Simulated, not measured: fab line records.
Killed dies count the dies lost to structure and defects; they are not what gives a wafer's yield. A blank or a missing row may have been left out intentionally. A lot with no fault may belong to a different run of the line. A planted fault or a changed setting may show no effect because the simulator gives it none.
Code-filled problem report in 8D (eight disciplines) form -- flow berkeley_cmos170 -- the parts of the form that need people (team, actions taken, sign-off) are left out

## 1. THE PROBLEM
Across 6 wafers from 2 lots, NSD_RS at UCB170_SDANNEAL_RS_MEAS_03 averages 38.45 ohm/sq, while fault-free wafers read 37.26 ohm/sq with a standard deviation of 0.083. Measured from the usual mean, that is +14 standard deviations.
The step: measures by four-point-probe.
Seen first at day 10 11:14 on film_metro-03, wafer L517.2. The record has a number at this step for 42 wafers belonging to 14 lots. By rule, "out" or "out of limits" means more than 4 standard deviations away from the usual mean. The rest of the wafers with a number are treated as sound.

## 2. WHAT IT IS, WHAT IT ISN'T
question,is,is not
which readings at this step,NSD_RS,-
which lots,"L517, L520","L498, L500, L501, L502, L503, L504, L505, L506, L507, L511, L513, L516"
which wafers of those lots,all that have a number,-
read on which gauges,"film_metro-02, film_metro-03",film_metro-01
when,from day 10 11:14,up to then (36 sound wafers)

## 3. WHAT RULES OUT EACH SUSPECT
Counting: a tool at any process step up to the reading remains a suspect when it ran all the lots that are out and ran no sound lot after the first of those.
- the gauge at UCB170_SDANNEAL_RS_MEAS_03 has been ruled out. Those wafers that are out were read across 2 gauges (film_metro-02, film_metro-03).
- implanter-02 at UCB170_NSD_IMPLANT_08: kept. All lots that are out passed through it, beginning with L517 at day 10 08:29, and no sound lot followed; its final sound lot before that point was L505 at day 8 08:19. Its own readings are out on those wafers: beam_energy_keV.
The count leaves implanter-02 at UCB170_NSD_IMPLANT_08.

## 4. THE CAUSE (what the simulator had put in)
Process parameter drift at UCB170_NSD_IMPLANT_08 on implanter-02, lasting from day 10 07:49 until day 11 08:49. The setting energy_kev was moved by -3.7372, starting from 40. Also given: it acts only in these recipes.
This tool alone remained once counting was done.

## 5. THE CHAIN OF EFFECTS, in route order
Each row: a reading where the mean over the struck wafers with a number is more than 3 standard deviations away from the usual. Scope: only readings with a usual standard deviation given in the record; hours: median across lots of the time from each lot's start at the first step in this table that gives one to its start at this step; sigmas: change in usual standard deviations.
hours,step,reading,usual,on struck wafers,change,sigmas
0,UCB170_NSD_IMPLANT_08,beam_energy_keV,39.997,36.255,-3.742,-99 or more
0,UCB170_NSD_STRIP_09,strip_time_to_endpoint_s,35.84 s,34.49,-1.35,-18
2,UCB170_SDANNEAL_RS_MEAS_03,NSD_RS,37.26 ohm/sq,38.45,+1.19,+14
The process steps in it:
- UCB170_NSD_IMPLANT_08
- UCB170_NSD_STRIP_09: strips in O2.
At these later measuring or inspecting steps, every struck wafer for which the step has a row has a number for every such reading, and none has moved that far: UCB170_SILICIDE_RS_MEAS_02.

## 6. HOW IT WOULD HAVE BEEN CAUGHT EARLIER
In this record the first reading out of limits at a measuring or inspecting step was taken at day 10 11:14, 3 hours after the fault began at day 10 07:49.
Tool's own readings at UCB170_NSD_IMPLANT_08, beam_energy_keV: out on all struck wafers the step has rows for; an alarm limit on them would have tripped on the first.
Among the 2 lots that are out, L520 began UCB170_NSD_IMPLANT_08 on implanter-02 after day 10 11:14. Had the tool been put on hold then, it would have been spared.
